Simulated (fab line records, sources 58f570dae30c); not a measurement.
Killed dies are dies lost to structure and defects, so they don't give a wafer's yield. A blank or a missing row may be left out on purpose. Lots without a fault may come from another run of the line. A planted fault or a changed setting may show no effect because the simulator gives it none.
fab line records | flow berkeley_cmos170
record lots=12 wafers=36 last_day=12
route steps=331 shown ACTIVE@74 FIELD@91 PVT@123 NLDD@167
lots that met no fault: from a run of the same line without faults
start_h: hours from the record's first day to the start of the lot's first wafer shown | wait_h: hours since the lot's step before | " the same as in the row above | L1.1+2: a row that stands for several wafers | - no value, or no start given | * or withheld: withheld | < > ~ a bound
route shown NAME@n: a module of which the file shows steps, and the number in the route of the first | usual: mean/standard deviation of fault-free wafers | same: alike in all rows | chamber/n: place in a boat | sites: the reading at each site | _std_site: their standard deviation | _edge_site: outer sites' mean less inner sites' | radius_mm: how far each site lies from the wafer's centre | mask NAME#n: copy n | behind: the tool/chamber that last shaped the wafer | hold: why the lot was held/for how many hours/how that ended | device: the transistor (n, p or np) that didn't switch | end of line: the same wafers' tests at the end of the route | a step without rows: its recipe alone | killed: dies lost to structure and defects at the first sort, not the wafer's yield | map: a wafer's dies, x killed, . not, _ none there
set.NAME: the setting as run; set.NAME@STEP: as run at that earlier step | model.NAME: the simulator's own value behind a step, which no gauge read
steps of the route over a sample of lots; a table a step, a row a wafer
services: from which hour (start_h, from the record's first day; less than 0 if before it) a tool's chamber was out of use, for how many hours, and why
## steps
# step UCB170_ACTIVE_OVL_MEAS_14
# usual ACTIVE_OVL=-3/4.8
# columns lot.wafer tool chamber start_h wait_h ACTIVE_OVL[nm]
L764.1 overlay-01 - 88.47 0.1 -6
L764.2 " - " " -17
L764.4 " - " " -12
L765.1 overlay-02 - 88.71 0.1 0
L765.2 " - " " 1
L765.3 " - " " -3
L766.2 overlay-02 - 95.74 0.1 -8
L766.5 " - " " 6
L766.6 " - " " -9
L768.1 overlay-01 - 95.98 0.1 -9
L768.3 " - " " -13
L768.5 " - " " -9
L767.1 overlay-02 - 96.10 0.1 -1
L767.2 " - " " -2
L767.4 " - " " 0
L769.3 overlay-01 - 103.39 0.1 -1
L769.4 " - " " -2
L769.6 " - " " -4
L776.1 overlay-02 - 141.02 0.1 -3
L776.3 " - " " -4
L776.5 " - " " 0
L779.2 overlay-01 - 147.60 0.1 5
L779.3 " - " " 7
L779.6 " - " " -1
L781.3 overlay-02 - 160.32 0.1 -7
L781.5 " - " " -9
L781.6 " - " " 0
L783.2 overlay-02 - 171.91 0.1 -5
L783.4 " - " " -6
L783.5 " - " " -3
L784.3 overlay-02 - 193.20 0.1 -11
L784.4 " - " " -9
L784.5 " - " " -5
L787.1 overlay-01 - 194.38 0.1 -6
L787.4 " - " " -3
L787.5 " - " " -2
# step UCB170_FIELD_THK_MEAS_02
# recipe reads=SiO2_of_FIELD_OXIDATION_01
# usual FIELD_OXIDE_THK=560/15
# columns lot.wafer tool chamber start_h wait_h FIELD_OXIDE_THK[nm]
L764.1 film_metro-02 - 96.02 0.0 575
L764.2 " - " " 565
L764.4 " - " " 570
L765.1 film_metro-01 - 96.02 0.0 554
L765.2 " - " " 553
L765.3 " - " " 553
L768.1 film_metro-02 - 103.92 0.0 552
L768.3 " - " " 546
L768.5 " - " " 554
L766.2 film_metro-04 - 103.93 0.0 536
L766.5 " - " " 545
L766.6 " - " " 542
L767.1 film_metro-01 - 103.93 0.0 554
L767.2 " - " " 550
L767.4 " - " " 552
L769.3 film_metro-02 - 109.79 0.0 545
L769.4 " - " " 535
L769.6 " - " " 546
L776.1 film_metro-02 - 148.61 0.1 568
L776.3 " - " " 565
L776.5 " - " " 561
L779.2 film_metro-04 - 155.66 0.0 571
L779.3 " - " " 574
L779.6 " - " " 575
L781.3 film_metro-02 - 167.15 0.0 548
L781.5 " - " " 555
L781.6 " - " " 552
L783.2 film_metro-04 - 183.36 0.0 593
L783.4 " - " " 582
L783.5 " - " " 579
L784.3 film_metro-02 - 202.09 0.0 556
L784.4 " - " " 555
L784.5 " - " " 564
L787.1 film_metro-02 - 202.13 0.1 538
L787.4 " - " " 532
L787.5 " - " " 533
# step UCB170_PVT_STRIP_08
# recipe chemistry=O2 power_w=400 pressure_mtorr=3500 platen_temp_c=withheld o2_flow_sccm=400 overash_fraction=0.5
# usual drypump_motor_current_A=5.7/0.41 oes_product_au=0.734/0.0038 strip_time_to_endpoint_s=21.63/0.059
# columns lot.wafer tool chamber start_h wait_h drypump_motor_current_A oes_product_au rf_hours_counter_h strip_time_to_endpoint_s
L765.1 plasma_asher-02 1 122.33 0.1 6.0 0.740 41 21.58
L765.2 " 0 " " 5.7 0.739 41 21.61
L765.3 " 0 " " 5.7 0.729 - 21.62
L764.1 plasma_asher-01 1 122.77 0.1 6.0 0.738 1 21.65
L764.2 " 0 " " 5.9 0.731 1 21.72
L764.4 " 0 " " 5.9 0.737 - 21.70
L766.2 plasma_asher-01 1 128.48 0.1 6.0 0.735 1 21.58
L766.5 " 1 " " 6.0 0.733 - 21.64
L766.6 " 0 " " 5.8 0.732 - 21.62
L768.1 plasma_asher-03 0 128.76 0.1 5.1 0.738 41 21.57
L768.3 " 0 " " 5.1 0.733 - 21.64
L768.5 " 1 " " 4.7 0.731 - 21.60
L767.1 plasma_asher-02 0 128.98 0.1 5.7 0.731 42 21.53
L767.2 " 1 " " 6.0 0.735 42 21.61
L767.4 " 1 " " 6.0 0.739 - 21.58
L769.3 plasma_asher-01 1 135.49 0.1 6.0 0.739 - 21.63
L769.4 " 0 " " 5.9 0.727 - 21.66
L769.6 " 1 " " 6.0 0.736 - 21.66
L776.1 plasma_asher-02 1 177.05 0.1 6.0 0.734 48 21.65
L776.3 " 1 " " 6.0 0.727 - 21.76
L776.5 " 0 " " 5.6 0.736 - 21.66
L779.2 plasma_asher-01 1 179.30 0.1 6.0 0.732 8 21.69
L779.3 " 1 " " 6.0 0.730 - 21.66
L779.6 " 1 " " 6.0 0.728 - 21.50
L781.3 plasma_asher-03 0 197.34 0.1 5.1 0.737 - 21.68
L781.5 " 1 " " 4.8 0.740 - 21.70
L781.6 " 0 " " 5.1 0.735 - 21.69
L783.2 plasma_asher-02 0 210.72 0.1 5.7 0.734 50 21.66
L783.4 " 1 " " 6.0 0.738 - 21.63
L783.5 " 0 " " 5.7 0.736 - 21.70
L787.1 plasma_asher-01 0 227.62 0.1 5.9 0.740 13 21.66
L787.4 " 1 " " 6.0 0.739 - 21.67
L787.5 " 0 " " 5.9 0.732 - 21.63
L784.3 plasma_asher-01 1 227.93 0.1 5.9 0.736 - 21.58
L784.4 " 0 " " 5.8 0.737 - 21.62
L784.5 " 1 " " 5.9 0.737 - 21.65
# step UCB170_NLDD_IMPLANT_09
# recipe species=As dose_cm2=5e+13 energy_kev=30 tilt_deg=7 rotation_deg=180
# usual dose_ions_cm2=5e+13/5.9e+10 faraday_current_uA=159/3.1 tilt_deg=6.997/0.019
# columns lot.wafer tool chamber start_h wait_h dose_ions_cm2 faraday_current_uA tilt_deg
L765.1 implanter-03 0 139.01 0.1 5.004e+13 159 7.006
L765.2 " 0 " " 5.003e+13 156 7.030
L765.3 " 0 " " 5.005e+13 160 7.032
L764.1 implanter-04 0 140.00 0.1 5.005e+13 161 7.013
L764.2 " 0 " " 5.01e+13 158 7.025
L764.4 " 0 " " 4.99e+13 159 7.013
L768.1 implanter-01 0 146.63 0.1 4.993e+13 158 6.986
L768.3 " 0 " " 5.003e+13 156 6.985
L768.5 " 0 " " 4.99e+13 164 6.966
L766.2 implanter-03 0 146.83 0.1 5.002e+13 162 6.962
L766.5 " 0 " " 5e+13 157 6.963
L766.6 " 0 " " 4.994e+13 166 6.959
L767.1 implanter-01 0 147.08 0.1 4.996e+13 153 7.017
L767.2 " 0 " " 5e+13 153 7.012
L767.4 " 0 " " 5.001e+13 157 6.992
L769.3 implanter-03 0 149.56 0.1 4.997e+13 156 6.996
L769.4 " 0 " " 5.004e+13 162 6.985
L769.6 " 0 " " 5e+13 161 6.999
L776.1 implanter-03 0 200.50 0.1 8.654e+13 285 7.014
L776.3 " 0 " " 8.661e+13 267 7.032
L776.5 " 0 " " 8.659e+13 275 7.006
L779.2 implanter-03 0 201.01 0.1 8.665e+13 277 6.987
L779.3 " 0 " " 8.664e+13 269 6.997
L779.6 " 0 " " 8.656e+13 279 6.990
L781.3 implanter-01 0 214.12 0.1 5.001e+13 159 6.997
L781.5 " 0 " " 4.999e+13 159 7.006
L781.6 " 0 " " 5.005e+13 160 6.995
L783.2 implanter-04 0 228.44 0.1 4.995e+13 157 7.004
L783.4 " 0 " " 5.003e+13 168 7.037
L783.5 " 0 " " 4.991e+13 158 6.979
L787.1 implanter-04 0 245.83 0.1 5.003e+13 158 6.984
L787.4 " 0 " " 4.996e+13 158 6.987
L787.5 " 0 " " 5.006e+13 155 6.987
L784.3 implanter-04 0 246.83 0.1 4.994e+13 161 7.009
L784.4 " 0 " " 5.006e+13 165 7.004
L784.5 " 0 " " 5.006e+13 160 6.995
# step UCB170_NLDD_TW_MEAS_11
# usual NLDD_TW=2219/16
# columns lot.wafer tool chamber start_h wait_h NLDD_TW
L765.1 film_metro-03 - 139.26 0.1 2209
L765.2 " - " " 2211
L765.3 " - " " 2199
L764.1 film_metro-02 - 140.25 0.1 2242
L764.2 " - " " 2229
L764.4 " - " " 2239
L768.1 film_metro-02 - 146.88 0.1 2226
L768.3 " - " " 2252
L768.5 " - " " 2236
L766.2 film_metro-01 - 147.06 0.1 2206
L766.5 " - " " 2202
L766.6 " - " " 2196
L767.1 film_metro-02 - 147.33 0.1 2242
L767.2 " - " " 2243
L767.4 " - " " 2247
L769.3 film_metro-02 - 149.78 0.1 2248
L769.4 " - " " 2253
L769.6 " - " " 2251
L776.1 film_metro-03 - 200.75 0.1 2391
L776.3 " - " " 2385
L776.5 " - " " 2389
L779.2 film_metro-01 - 201.25 0.1 2407
L779.3 " - " " 2403
L779.6 " - " " 2397
L781.3 film_metro-01 - 214.34 0.1 2216
L781.5 " - " " 2199
L781.6 " - " " 2220
L783.2 film_metro-02 - 228.68 0.1 2229
L783.4 " - " " 2230
L783.5 " - " " 2238
L787.1 film_metro-03 - 246.08 0.1 2206
L787.4 " - " " 2198
L787.5 " - " " 2201
L784.3 film_metro-02 - 247.05 0.1 2243
L784.4 " - " " 2235
L784.5 " - " " 2235
# step UCB170_SDANNEAL_RS_MEAS_05
# recipe thk_meas_gauge=four-point-probe
# usual NLDD_RS=615.3/1.2
# columns lot.wafer tool chamber start_h wait_h NLDD_RS[ohm/sq]
L765.1 film_metro-01 - 150.25 0.1 614.5
L765.2 " - " " 615.3
L765.3 " - " " 615.2
L764.1 film_metro-03 - 150.45 0.1 614.8
L764.2 " - " " 615.5
L764.4 " - " " 615.2
L768.1 film_metro-01 - 157.26 0.1 615.8
L768.3 " - " " 617.3
L768.5 " - " " 616.0
L766.2 film_metro-03 - 157.28 0.1 614.0
L766.5 " - " " 615.0
L766.6 " - " " 615.9
L767.1 film_metro-02 - 157.57 0.1 615.9
L767.2 " - " " 615.5
L767.4 " - " " 614.2
L769.3 film_metro-02 - 159.67 0.1 614.5
L769.4 " - " " 613.1
L769.6 " - " " 613.2
L776.1 film_metro-02 - 211.04 0.1 496.9
L776.3 " - " " 496.6
L776.5 " - " " 496.9
L779.2 film_metro-03 - 211.70 0.1 496.9
L779.3 " - " " 497.2
L779.6 " - " " 497.0
L781.3 film_metro-02 - 225.04 0.1 616.4
L781.5 " - " " 614.3
L781.6 " - " " 615.5
L783.2 film_metro-02 - 242.31 0.1 615.0
L783.4 " - " " 618.7
L783.5 " - " " 617.2
L787.1 film_metro-02 - 255.12 0.1 613.2
L787.4 " - " " 613.7
L787.5 " - " " 615.2
L784.3 film_metro-01 - 255.56 0.1 615.8
L784.4 " - " " 616.0
L784.5 " - " " 615.6
## services
# columns tool chamber start_h hours kind
plasma_asher-01 - 108.75 9.0 pm
plasma_asher-01 0 108.75 9.0 vent_cycle
plasma_asher-01 1 108.75 9.0 vent_cycle
plasma_asher-01 0 117.75 - clean
plasma_asher-01 1 117.75 - clean
plasma_asher-03 - 118.29 2.1 repair
plasma_asher-03 - 137.25 7.3 repair
plasma_asher-03 - 143.63 2.7 repair
implanter-04 - 143.81 3.7 pm
implanter-01 - 159.16 1.8 repair
plasma_asher-02 - 177.31 14.6 pm
plasma_asher-01 - 181.24 4.2 repair
plasma_asher-03 - 193.10 0.9 repair
plasma_asher-01 - 214.13 1.8 repair
plasma_asher-02 - 228.35 25.9 pm
implanter-01 - 237.15 1.4 repair
implanter-01 - 244.70 18.1 pm
## key
first_sign step=UCB170_NLDD_IMPLANT_09 reading=dose_ions_cm2 direction=up sigmas=99+ usual=5e+13 struck=8.66e+13
effect step=UCB170_NLDD_IMPLANT_09 reading=faraday_current_uA direction=up sigmas=37 usual=159 struck=275
effect step=UCB170_NLDD_TW_MEAS_11 reading=NLDD_TW direction=up sigmas=11 usual=2219 struck=2395
effect step=UCB170_SDANNEAL_RS_MEAS_05 reading=NLDD_RS direction=down sigmas=96 usual=615.3 struck=496.9
met_at UCB170_NLDD_IMPLANT_09
struck_lots L776,L779
tester_left_out L776,L779
not_acting_at UCB170_ACTIVE_OVL_MEAS_14,UCB170_FIELD_THK_MEAS_02,UCB170_PVT_STRIP_08
onset_between 149.56 200.50
fault kind=process_parameter_drift tool=implanter-03 chamber=- onset_h=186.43 steps=UCB170_NLDD_IMPLANT_09 channel=dose_cm2 offset=3.6609e+13 shape=step end_h=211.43 acts_in=these_recipes_only stated=5e+13
# tester_left_out: of these lots the tester's yield and bins aren't shown, on N5 and GAA mostly nor the transistor test; their killed dies are dies lost to structure and defects alone, not to doping, threshold or leakage, so they don't give the yield
